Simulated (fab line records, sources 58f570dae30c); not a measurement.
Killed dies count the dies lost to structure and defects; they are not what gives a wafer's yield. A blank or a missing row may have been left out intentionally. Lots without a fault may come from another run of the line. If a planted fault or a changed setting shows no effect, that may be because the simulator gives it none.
Lot-split experiment    flow berkeleyCmos170    on a route of 331 steps: 5 lots, 23 wafers read

## ABOUT THE SPLIT
At UCB170_V1_PEB_10, the setting pebTempC was moved away from the recipe's 130 C on 9 of the 23 wafers read, by -2.9% to +3.0%. This setting was run at the recipe's value on the other wafers.

## FROM THE SPLIT TO THE READING: what the file shows between them, 4 steps
- UCB170_V1_DEVELOP_11: develop time 45 s
- UCB170_V1_CD_MEAS_12: target cd 700 nm
- UCB170_V1_ETCH_14: etches SiO2 in CHF3/CF4/Ar, stops on Al, target depth 1250 nm, time 291 s (also split here: rfW)
- UCB170_V1_STRIP_15: strips in O2

## THE READING
At UCB170_V1_CD_MEAS_90: cdNm in nanometres, against a target cd of 700 nm. On this fab line, fault-free wafers typically give 700.2 nm with a standard deviation of 1.4 nm.

wafer   tool, chamber at the split  pebTempC as run, C  against the recipe  cdNm, nm  against lot-mates on the recipe
L074.2  lithoTrack-02, 0            130                 recipe              700.4     -
L074.3  lithoTrack-02, 0            133.9               +3.0%               722.0     +22.3
L074.4  lithoTrack-02, 0            133.9               +3.0%               719.3     +19.6
L074.5  lithoTrack-02, 0            130                 recipe              699.4     -
L074.6  lithoTrack-02, 0            130                 recipe              699.2     -
L076.1  lithoTrack-01, 0            133                 +2.3%               717.3     +18.4
L076.2  lithoTrack-01, 0            130                 recipe              699.2     -
L076.3  lithoTrack-01, 0            133                 +2.3%               717.3     +18.4
L076.4  lithoTrack-01, 0            133                 +2.3%               718.4     +19.5
L076.6  lithoTrack-01, 0            130                 recipe              698.6     -
L078.3  lithoTrack-01, 0            130                 recipe              699.8     -
L078.4  lithoTrack-01, 0            130                 recipe              700.3     -
L078.6  lithoTrack-01, 0            130                 recipe              699.8     -
L080.1  lithoTrack-01, 0            132.3               +1.8%               713.7     +12.2
L080.2  lithoTrack-01, 0            130                 recipe              701.1     -
L080.4  lithoTrack-01, 0            130                 recipe              701.8     -
L080.5  lithoTrack-01, 0            132.3               +1.8%               715.4     +13.9
L080.6  lithoTrack-01, 0            130                 recipe              701.5     -
L084.1  lithoTrack-03, 0            130                 recipe              702.7     -
L084.2  lithoTrack-03, 0            126.2               -2.9%               673.5     -29.6
L084.3  lithoTrack-03, 0            130                 recipe              703.6     -
L084.5  lithoTrack-03, 0            126.2               -2.9%               673.6     -29.5
L084.6  lithoTrack-03, 0            130                 recipe              702.9     -

THE FIT
A straight line over all 23 wafers: cdNm changes by +7.92 nm for each +1% of pebTempC; r = +0.99; the points scatter about the line by 2 nm.
The same after taking each lot's own level away (the mean of its wafers on the recipe; 23 wafers): +8.48 nm for each +1%; r = +0.99; scatter 1.9 nm.
On that fit, the largest move of pebTempC shifts the reading by 25 nm.
From 698.90 to 703.07 nm: that is the span of the lots' own levels, equal to 3.0 times the standard deviation above.
So the lot-to-lot level changes the slope little: the two slopes agree.
Check: +24.8 nm against its lot-mates is what the line predicts for one of the wafers moved furthest among these (+3.0%) when that wafer is left out of the fit. It came out at +22.3 nm against them.

## ADDITIONAL SPLITS CARRIED BY THESE WAFERS
Before the reading, these wafers also passed through other splits. Each is held against what the fit with the lots' levels taken away leaves over:
other split on the same wafers       wafers away from the commonest value  r with cdNm (lot level and that fit taken away)
UCB170_GATE_COAT_07 spinRpm          7                                     -0.18
UCB170_PLDD_EXPOSE_03 doseMj         5                                     +0.45
UCB170_SPACER_ANNEAL_02 tempC        10                                    -0.04
UCB170_PSD_EXPOSE_03 doseMj          6                                     -0.77
UCB170_NSD_STRIP_09 overashFraction  5                                     +0.01
UCB170_SILICIDE_SPUTTER_01 powerW    9                                     +0.15
UCB170_V1_CVD_00 timeS               7                                     -0.17
UCB170_V1_ETCH_14 rfW                5                                     -0.19

## THE WHOLE CHAIN: every reading that the file lists as answering this split, in the file's order
step                  what it does                                                               reading                                                   change (the file's fit)               r (the file's)
UCB170_V1_CD_MEAS_12  target cd 700 nm                                                           cdNm                                                      +8.23 nm for each +1% of the setting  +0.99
UCB170_V1_ETCH_14     etches SiO2 in CHF3/CF4/Ar, stops on Al, target depth 1250 nm, time 291 s  V1.cdNm (the simulator's own value, which no gauge read)  +8.28 nm for each +1% of the setting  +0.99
UCB170_V1_CD_MEAS_90  target cd 700 nm                                                           cdNm                                                      +8.29 nm for each +1% of the setting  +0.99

## FILE'S OWN FIT
cdNm changes by +8.29 nm for each +1% of pebTempC, r = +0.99.
